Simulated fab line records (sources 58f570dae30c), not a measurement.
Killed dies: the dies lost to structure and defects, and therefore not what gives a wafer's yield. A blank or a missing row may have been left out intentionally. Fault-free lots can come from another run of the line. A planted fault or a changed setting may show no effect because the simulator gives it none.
Which tool is to blame? / flow berkeley-cmos170 / 21 wafers sampled from 7 lots at 1 step of a route of 331

WHAT THE GAUGES SHOWED, per wafer
UCB170_START_BOW_MEAS_00.
lot=L593; measured=day 1 20:00; on=film-metro-03; INCOMING_BOW (um)=3 6 -3
lot=L595; measured=day 2 06:01; on=film-metro-02; INCOMING_BOW (um)=11 1 -4
lot=L598; measured=day 2 21:01; on=film-metro-04; INCOMING_BOW (um)=4 -3 -8
lot=L601; measured=day 3 12:00; on=film-metro-03; INCOMING_BOW (um)=8 6 -3
lot=L604; measured=day 4 03:00; on=film-metro-03; INCOMING_BOW (um)=7 -11 -1
lot=L610; measured=day 5 09:02; on=film-metro-03; INCOMING_BOW (um)=1 14 -2
lot=L612; measured=day 5 19:02; on=film-metro-02; INCOMING_BOW (um)=12 7 -1

WHICH TOOL RAN EACH LOT (tool, then ch and the chambers of the sampled wafers, then the start)
There is no process step in the record ahead of these readings.

THE ANSWER, worked out from the rows above alone
Rule: the lots themselves supply what counts as usual. Put in order of their means at a reading, lots are off if they are a third of the lots or fewer, leave a main group of 4 or more, and stand apart from it by a gap of 3 or more times the standard deviation of the main group's means; of several such gaps the widest counts. A main group is skipped when, at the precision printed for the reading in the tables above, its means are all equal. Also off: a lot with no number at a reading for which 4 or more lots have one. Any other lot the step has rows for is counted as sound.
No lot is off at any reading shown: from this, nothing can be told.

WHAT THE SIMULATOR HAD PUT IN
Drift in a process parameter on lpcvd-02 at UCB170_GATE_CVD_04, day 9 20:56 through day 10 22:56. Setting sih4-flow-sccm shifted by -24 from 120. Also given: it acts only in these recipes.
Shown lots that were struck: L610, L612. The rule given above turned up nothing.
